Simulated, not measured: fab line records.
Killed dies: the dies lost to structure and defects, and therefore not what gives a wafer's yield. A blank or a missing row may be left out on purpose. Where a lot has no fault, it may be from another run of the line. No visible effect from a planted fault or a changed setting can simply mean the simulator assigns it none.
Which tool is to blame?	flow ritCmos	14 lots (42 wafers sampled), 1 step of a 202-step route

WHAT THE GAUGES READ, wafer by wafer
The record holds no reading of a measuring or inspecting step that can be judged against a usual standard deviation.

WHAT TOOL EACH LOT RAN ON (gives the tool, then ch and the chambers of the sampled wafers, and finally the start)
lot	RIT_FOX2_WET_ETCH_03
L421	wetBench-01 ch 1, day 1 19:10
L422	wetBench-04 ch 1, day 1 23:36
L424	wetBench-02 ch 3, day 2 09:48
L426	wetBench-04 ch 3, day 2 23:31
L427	wetBench-02 ch 2, day 3 02:01
L434	wetBench-04 ch 1, day 4 11:59
L435	wetBench-02 ch 1, day 4 16:35
L438	wetBench-04 ch 1, day 5 10:30
L439	wetBench-02 ch 1, day 5 14:43
L440	wetBench-01 ch 3, day 5 18:52
L441	wetBench-04 ch 0, day 6 00:16
L442	wetBench-01 ch 2, day 6 03:47
L443	wetBench-01 ch 3, day 6 09:26
L444	wetBench-01 ch 0, day 6 16:26
- RIT_FOX2_WET_ETCH_03: etches Si3N4 in H3PO4, target depth 195 nm, time 2700 s.

AS READ BY THE TOOLS THEMSELVES (means over the sampled wafers that have a number; for cases with no such wafer, the mark the record gives instead)
RIT_FOX2_WET_ETCH_03. Usual: bathGuardTempC 165.0 C, standard deviation 0.59; bathHeatDutyPct 29 %, standard deviation 3.5.
lot	tool	bathGuardTempC (C)	bathHeatDutyPct (%)	flag
L421	wetBench-01	166.2	26	
L422	wetBench-04	164.9	32	
L424	wetBench-02	164.8	21	
L426	wetBench-04	166.1	22	
L427	wetBench-02	164.9	24	
L434	wetBench-04	-	-	OFF
L435	wetBench-02	-	-	OFF
L438	wetBench-04	165.0	32	
L439	wetBench-02	165.7	27	
L440	wetBench-01	164.7	31	
L441	wetBench-04	164.6	30	
L442	wetBench-01	164.4	31	
L443	wetBench-01	164.7	29	
L444	wetBench-01	165.4	31	

THE ANSWER, worked out from the rows above alone
Rule: lot off if the mean of its wafers having a number is beyond 3 standard deviations from the usual mean. A lot without any number at a reading at which 4 lots or more have one is off too. Any other lot the step has rows for is counted as sound. The gauges are gone through in route order, then the tools' own readings, and for those a lot's mean is taken as printed above. The first step at which some lot is off is used, and at that step the reading that is off furthest; a lot without a number counts as furthest.
Off: L434, L435, at RIT_FOX2_WET_ETCH_03 (bathGuardTempC). Without a number there: L434, L435.
If a tool, at that step or one of the process steps before it, ran each lot that is off and ran no sound lot following the first of them, it fits. None of those tried fits.

WHAT THE SIMULATOR HAD PUT IN
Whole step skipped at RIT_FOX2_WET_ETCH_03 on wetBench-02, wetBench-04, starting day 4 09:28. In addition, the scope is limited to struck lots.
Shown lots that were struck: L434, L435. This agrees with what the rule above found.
